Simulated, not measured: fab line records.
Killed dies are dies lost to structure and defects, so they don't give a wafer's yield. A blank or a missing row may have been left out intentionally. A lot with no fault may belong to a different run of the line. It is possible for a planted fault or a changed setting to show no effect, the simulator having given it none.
Matching of chambers	flow berkeleyCmos170	pecvd-04 running UCB170_V2_CVD_00: 3 sister chambers
The step deposits SiO2 from TEOS/O2, target thk 2000 nm, time 250 s. 6 wafers are shown with their chamber, then 7 later ones without.

== WAFERS WITH THEIR CHAMBER ==
wafer	chamber	heaterPowerW (W)	rfFwdPowerW (W)
L536.4	2	142	546.2
L537.1	1	270	547.8
L537.2	0	222	547.8
L537.5	0	269	550.1
L538.2	2	174	544.3
L538.3	1	318	547.4

== WAFERS WITHOUT THEIR CHAMBER ==
wafer	heaterPowerW (W)	rfFwdPowerW (W)
L538.5	231	548.1
L552.1	245	546.2
L552.2	259	546.6
L552.6	323	546.4
L551.1	195	549.5
L551.4	320	548.1
L551.5	272	550.6

== CHAMBER TAKEN BY EACH ==
wafer	from the rows above	in truth
L538.5	can't be placed: 0 or 1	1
L552.1	can't be placed: 1 or 0 or 2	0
L552.2	can't be placed: 1 or 0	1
L552.6	can't be placed: 1 or 0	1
L551.1	can't be placed: 0 or 1 or 2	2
L551.4	can't be placed: 1 or 0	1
L551.5	can't be placed: 0 or 1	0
Correct placement for 0 of the 7. These rows do not allow placing 7 (true chamber among the candidates in 7). 0 placed wrongly.
How it was worked out, from the rows above alone: a wafer's distance from a chamber is the root of the sum, over the readings, of the square of ((its reading less the chamber's mean) divided by the reading's scatter). The wafer belongs to the nearest chamber; if the next one is less than 2 further off, it can't be placed. A chamber's mean is the mean of its shown wafers. The scatter: take each reading less its chamber's mean, square it, sum over the shown wafers, divide by the number of wafers less the number of chambers, and take the root.
